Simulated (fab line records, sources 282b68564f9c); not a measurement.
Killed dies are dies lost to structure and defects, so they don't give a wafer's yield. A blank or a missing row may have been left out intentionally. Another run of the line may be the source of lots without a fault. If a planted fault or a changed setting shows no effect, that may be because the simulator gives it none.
fab line records + flow ritCmos
record:
- lots: 14
- wafers: 42
- lastDay: 7
route steps=202 shown PLDD@123 M1@202
lots with no fault: from the same line, run without faults
startH: the number of hours between the record's first day and the start of the first shown wafer of the lot + waitH: hours from the lot's prior step to this one + " same as the row above + L1.1+2: several wafers, shown together as one row + - no value, or no start given + * or withheld: withheld + < > ~ a bound
route shown NAME@n: a module of which the file shows steps, and the number in the route of the first + usual: mean/standard deviation of fault-free wafers + same: alike in all rows + chamber/n: place in a boat + sites: each site's reading + _std_site: standard deviation across them + _edge_site: inner sites' mean taken away from outer sites' mean + radiusMm: for every site, how far away it sits from the centre of the wafer + mask NAME#n: copy n + behind: the last tool/chamber to shape the wafer + hold: reason for holding the lot/hours on hold/outcome of the hold + device: whichever transistor did not switch (one of n, p or np) + end of line: tests of these same wafers at the route's end + where a step has no rows: the recipe by itself + killed: the dies lost at the first sort to structure and to defects; this is not the yield of the wafer + map: a wafer's dies, marking killed ones x, the rest . and places with no die _
set.NAME: the setting that was run; set.NAME@STEP: the one run at that earlier step + model.NAME: the simulator's own value behind a step, which no gauge read
route steps across a sampled set of lots; one table per step, one row per wafer
services: a tool's chamber out of use, with start hour (startH, from the record's first day; less than 0 if before it), hours out, and reason
== steps ==
step: RIT_PLDD_STRIP_09
recipe:
- chemistry: O2
- timeS: 180
- resist: NOVOLAK
- platenTempC: withheld
- powerW: 500
- pressureMtorr: 4000
- o2FlowSccm: 4000
usual:
- drypumpMotorCurrentA: 5.7/0.43
- o2FlowSccm: 4000/14
| lot.wafer | tool           | chamber | startH | waitH | drypumpMotorCurrentA | o2FlowSccm | rfHoursCounterH |
|-----------|----------------|---------|--------|-------|----------------------|------------|-----------------|
| L819.1    | plasmaAsher-02 | 1       | 48.01  | 0.1   | 5.1                  | 4004       | 24              |
| L819.2    | "              | 0       | "      | "     | 6.2                  | 4000       | 24              |
| L819.4    | "              | 1       | "      | "     | 5.1                  | 3998       | -               |
| L820.2    | plasmaAsher-04 | 0       | 54.09  | 0.1   | 5.9                  | 3999       | 42              |
| L820.4    | "              | 0       | "      | "     | 5.9                  | 3985       | -               |
| L820.5    | "              | 0       | "      | "     | 5.9                  | 3996       | -               |
| L821.1    | plasmaAsher-02 | 0       | 60.64  | 0.1   | 6.1                  | 4007       | 25              |
| L821.3    | "              | 1       | "      | "     | 5.1                  | 4005       | -               |
| L821.5    | "              | 1       | "      | "     | 5.1                  | 4004       | -               |
| L823.1    | plasmaAsher-02 | 1       | 69.06  | 0.1   | 5.1                  | 3993       | 26              |
| L823.3    | "              | 1       | "      | "     | 5.1                  | 4001       | -               |
| L823.5    | "              | 1       | "      | "     | 5.1                  | 4000       | -               |
| L824.4    | plasmaAsher-02 | 0       | 72.92  | 0.1   | 6.1                  | 4011       | -               |
| L824.5    | "              | 0       | "      | "     | 6.1                  | 4008       | -               |
| L824.6    | "              | 1       | "      | "     | 5.1                  | 3968       | -               |
| L826.3    | plasmaAsher-02 | 1       | 89.07  | 0.2   | 5.1                  | 4005       | -               |
| L826.4    | "              | 0       | "      | "     | 6.1                  | 4000       | -               |
| L826.6    | "              | 1       | "      | "     | 5.1                  | 4019       | -               |
| L827.1    | plasmaAsher-04 | 0       | 92.60  | 0.1   | 5.9                  | 4026       | 45              |
| L827.3    | "              | 1       | "      | "     | 6.3                  | 4009       | -               |
| L827.5    | "              | 0       | "      | "     | 5.9                  | 4025       | -               |
| L829.2    | plasmaAsher-02 | 0       | 103.65 | 0.1   | 6.2                  | 3999       | 29              |
| L829.4    | "              | 1       | "      | "     | 5.1                  | 3989       | -               |
| L829.6    | "              | 0       | "      | "     | 6.2                  | 3992       | -               |
| L830.2    | plasmaAsher-02 | 1       | 106.31 | 0.1   | 5.1                  | 4018       | 30              |
| L830.4    | "              | 0       | "      | "     | 6.1                  | 4002       | -               |
| L830.5    | "              | 0       | "      | "     | 6.1                  | 4002       | -               |
| L831.1    | plasmaAsher-04 | 0       | 120.11 | 0.1   | 5.9                  | 4008       | 0               |
| L831.4    | "              | 0       | "      | "     | 5.9                  | 3981       | -               |
| L831.5    | "              | 1       | "      | "     | 6.3                  | 3985       | -               |
| L834.1    | plasmaAsher-01 | 0       | 128.15 | 0.1   | 5.5                  | 4019       | 48              |
| L834.3    | "              | 1       | "      | "     | 5.9                  | 4016       | -               |
| L834.5    | "              | 0       | "      | "     | 5.5                  | 3993       | -               |
| L833.3    | plasmaAsher-02 | 1       | 128.16 | 0.1   | 5.1                  | 4005       | -               |
| L833.4    | "              | 0       | "      | "     | 6.1                  | 2001       | -               |
| L833.5    | "              | 1       | "      | "     | 5.1                  | 3991       | -               |
| L835.2    | plasmaAsher-02 | 1       | 135.13 | 0.1   | 5.1                  | 4015       | 33              |
| L835.4    | "              | 1       | "      | "     | 5.1                  | 3993       | -               |
| L835.6    | "              | 0       | "      | "     | 6.2                  | 2021       | -               |
| L840.4    | plasmaAsher-04 | 1       | 153.90 | 0.1   | 6.3                  | 3996       | -               |
| L840.5    | "              | 1       | "      | "     | 6.3                  | 3983       | -               |
| L840.6    | "              | 0       | "      | "     | 5.9                  | 3995       | -               |
step: RIT_M1_PROBE_99
usual:
- killedAtContacts: 0.1/0.23
- killedAtFrontEnd: 7/3
- killedDies: 7/3.1
- killedOnRim: 1.9/1.5
- killedOpen: 3.3/2.1
- killedShort: 3.3/2
same:
- grossDies: 264
- killed_at_M0_to_M3: 0
- killed_at_M4_up: 0
- killedAtBackSide: 0
- killedAtOther: 0
| lot.wafer | tool      | chamber | startH | waitH | killedAtContacts | killedAtFrontEnd | killedDies | killedOnRim | killedOpen | killedShort |
|-----------|-----------|---------|--------|-------|------------------|------------------|------------|-------------|------------|-------------|
| L821.1    | prober-01 | -       | 74.29  | 0.1   | 0                | 12               | 12         | 3           | 3          | 9           |
| L821.3    | prober-01 | -       | 74.39  | 0.2   | 0                | 6                | 6          | 1           | 1          | 5           |
| L821.5    | prober-01 | -       | 74.49  | 0.2   | 0                | 11               | 11         | 1           | 7          | 4           |
| L824.4    | prober-02 | -       | 92.46  | 0.2   | 1                | 15               | 16         | 4           | 9          | 7           |
| L824.5    | prober-02 | -       | 92.51  | 0.2   | 0                | 11               | 11         | 6           | 9          | 2           |
| L824.6    | prober-02 | -       | 92.56  | 0.2   | 0                | 4                | 4          | 0           | 2          | 2           |
| L826.3    | prober-02 | -       | 106.48 | 0.2   | 0                | 9                | 9          | 2           | 5          | 4           |
| L826.4    | prober-02 | -       | 106.53 | 0.2   | 0                | 4                | 4          | 3           | 3          | 1           |
| L826.6    | prober-02 | -       | 106.63 | 0.2   | 0                | 6                | 6          | 4           | 4          | 2           |
| L827.1    | prober-01 | -       | 107.88 | 0.1   | 0                | 5                | 5          | 2           | 2          | 3           |
| L827.3    | prober-01 | -       | 107.98 | 0.2   | 0                | 7                | 7          | 1           | 2          | 5           |
| L827.5    | prober-01 | -       | 108.08 | 0.2   | 0                | 6                | 6          | 0           | 2          | 4           |
| L831.1    | prober-01 | -       | 133.97 | 0.1   | 0                | 2                | 2          | 1           | 1          | 1           |
| L831.4    | prober-01 | -       | 134.12 | 0.2   | 0                | 8                | 8          | 2           | 3          | 5           |
| L831.5    | prober-01 | -       | 134.17 | 0.2   | 0                | 5                | 5          | 2           | 1          | 4           |
| L833.3    | prober-01 | -       | 143.77 | 0.2   | 1                | 4                | 5          | 1           | 4          | 1           |
| L833.4    | prober-01 | -       | 143.82 | 0.2   | 0                | 2                | 2          | 0           | 0          | 2           |
| L833.5    | prober-01 | -       | 143.87 | 0.2   | 0                | 7                | 7          | 2           | 5          | 2           |
| L835.2    | prober-01 | -       | 148.69 | 0.1   | 0                | 4                | 4          | 0           | 2          | 2           |
| L835.4    | prober-01 | -       | 148.79 | 0.2   | 0                | 7                | 7          | 3           | 4          | 3           |
| L835.6    | prober-01 | -       | 148.89 | 0.2   | 0                | 6                | 6          | 0           | 3          | 3           |
| L840.4    | prober-02 | -       | 169.96 | 0.2   | 0                | 12               | 12         | 6           | 7          | 5           |
| L840.5    | prober-02 | -       | 170.01 | 0.2   | 0                | 12               | 12         | 4           | 8          | 4           |
| L840.6    | prober-02 | -       | 170.06 | 0.2   | 0                | 7                | 7          | 2           | 2          | 5           |
killed by level:class
L821.1 REOX:geometricParticle:short=3 GATE:geometricParticle:open=2 GATE:geometricParticle:short=2 SPACER:geometricParticle:short=2 FOX1:geometricParticle:short=1 REOX:geometricParticle:open=1 SILICIDE:geometricParticle:short=1
L821.3 GATE:geometricParticle:short=3 FOX1:geometricParticle:short=2 SILICIDE:geometricParticle:open=1
L821.5 GATE:geometricParticle:short=3 SILICIDE:geometricParticle:open=3 SPACER:geometricParticle:open=2 FOX1:geometricParticle:open=1 FOX2:geometricParticle:open=1 SPACER:geometricParticle:short=1
L824.4 FOX2:geometricParticle:open=4 SILICIDE:geometricParticle:open=4 REOX:geometricParticle:short=2 SILICIDE:geometricParticle:short=2 FOX2:geometricParticle:short=1 GATE:geometricParticle:short=1 GATE:geometricParticle:open=1 CONTACT:geometricParticle:short=1
L824.5 REOX:geometricParticle:open=4 FOX1:geometricParticle:open=3 SILICIDE:geometricParticle:open=2 FOX1:geometricParticle:short=1 SILICIDE:geometricParticle:short=1
L824.6 FOX1:geometricParticle:open=2 FOX1:geometricParticle:short=1 FOX2:geometricParticle:short=1
L826.3 REOX:geometricParticle:open=4 GATE:geometricParticle:short=2 SILICIDE:geometricParticle:short=2 SILICIDE:geometricParticle:open=1
L826.4 GATE:geometricParticle:open=2 SPACER:geometricParticle:short=1 SILICIDE:geometricParticle:open=1
L826.6 REOX:geometricParticle:open=2 GATE:geometricParticle:short=1 SPACER:geometricParticle:open=1 SPACER:geometricParticle:short=1 SILICIDE:geometricParticle:open=1
L827.1 FOX1:geometricParticle:short=1 FOX1:geometricParticle:open=1 GATE:geometricParticle:short=1 REOX:geometricParticle:short=1 REOX:geometricParticle:open=1
L827.3 REOX:geometricParticle:short=2 FOX1:geometricParticle:short=1 FOX2:geometricParticle:short=1 REOX:geometricParticle:open=1 SPACER:geometricParticle:short=1 SPACER:geometricParticle:open=1
L827.5 FOX1:geometricParticle:short=2 FOX1:geometricParticle:open=1 GATE:geometricParticle:short=1 SPACER:geometricParticle:open=1 SPACER:geometricParticle:short=1
L831.1 FOX2:geometricParticle:short=1 GATE:geometricParticle:open=1
L831.4 GATE:geometricParticle:short=3 GATE:geometricParticle:open=2 REOX:geometricParticle:short=2 REOX:geometricParticle:open=1
L831.5 GATE:geometricParticle:short=2 FOX2:geometricParticle:short=1 FOX2:geometricParticle:open=1 SPACER:geometricParticle:short=1
L833.3 FOX2:geometricParticle:open=1 GATE:geometricParticle:open=1 REOX:geometricParticle:open=1 REOX:geometricParticle:short=1 CONTACT:geometricParticle:open=1
L833.4 GATE:geometricParticle:short=1 REOX:geometricParticle:short=1
L833.5 REOX:geometricParticle:open=2 FOX2:geometricParticle:open=1 GATE:geometricParticle:short=1 GATE:geometricParticle:open=1 SPACER:geometricParticle:short=1 SPACER:geometricParticle:open=1
L835.2 FOX2:geometricParticle:short=1 GATE:geometricParticle:short=1 GATE:geometricParticle:open=1 SPACER:geometricParticle:open=1
L835.4 GATE:geometricParticle:short=3 SPACER:geometricParticle:open=2 FOX1:geometricParticle:open=1 GATE:geometricParticle:open=1
L835.6 FOX1:geometricParticle:open=3 FOX1:geometricParticle:short=1 SPACER:geometricParticle:short=1 SILICIDE:geometricParticle:short=1
L840.4 SILICIDE:geometricParticle:open=5 FOX1:geometricParticle:short=2 FOX2:geometricParticle:open=2 GATE:geometricParticle:short=2 REOX:geometricParticle:short=1
L840.5 SPACER:geometricParticle:short=3 REOX:geometricParticle:open=2 SPACER:geometricParticle:open=2 SILICIDE:geometricParticle:open=2 FOX1:geometricParticle:open=1 GATE:geometricParticle:open=1 GATE:geometricParticle:short=1
L840.6 REOX:geometricParticle:short=2 SILICIDE:geometricParticle:open=2 GATE:geometricParticle:short=1 SPACER:geometricParticle:short=1 SILICIDE:geometricParticle:short=1
== services ==
| tool           | chamber | startH | hours | kind      |
|----------------|---------|--------|-------|-----------|
| plasmaAsher-02 | -       | 25.15  | 1.0   | repair    |
| plasmaAsher-04 | -       | 71.89  | 1.8   | repair    |
| plasmaAsher-04 | -       | 108.75 | 9.0   | pm        |
| plasmaAsher-04 | 0       | 108.75 | 9.0   | ventCycle |
| plasmaAsher-04 | 1       | 108.75 | 9.0   | ventCycle |
| plasmaAsher-04 | 0       | 117.75 | -     | clean     |
| plasmaAsher-04 | 1       | 117.75 | -     | clean     |
| plasmaAsher-04 | -       | 126.51 | 5.2   | repair    |
== key ==
firstSign:
- step: RIT_PLDD_STRIP_09
- reading: o2FlowSccm
- direction: down
- sigmas: 99+
- usual: 4000
- struck: 2011
effect none on later readings
metAt RIT_PLDD_STRIP_09
struckLots L833,L835
struckWafers L833.4,L835.6
testerLeftOut L833,L835
onsetBetween 106.31 128.16
fault:
- kind: processParameterDrift
- tool: plasmaAsher-02
- chamber: 0
- onsetH: 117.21
- steps: RIT_PLDD_STRIP_09
- channel: o2FlowSccm
- offset: -2000
- shape: step
- endH: 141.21
- actsIn: theseRecipesOnly
- stated: 4000
testerLeftOut: of these lots the tester's yield and bins aren't shown, on N5 and GAA mostly nor the transistor test; their killed dies are dies lost to structure and defects alone, not to doping, threshold or leakage, so they don't give the yield
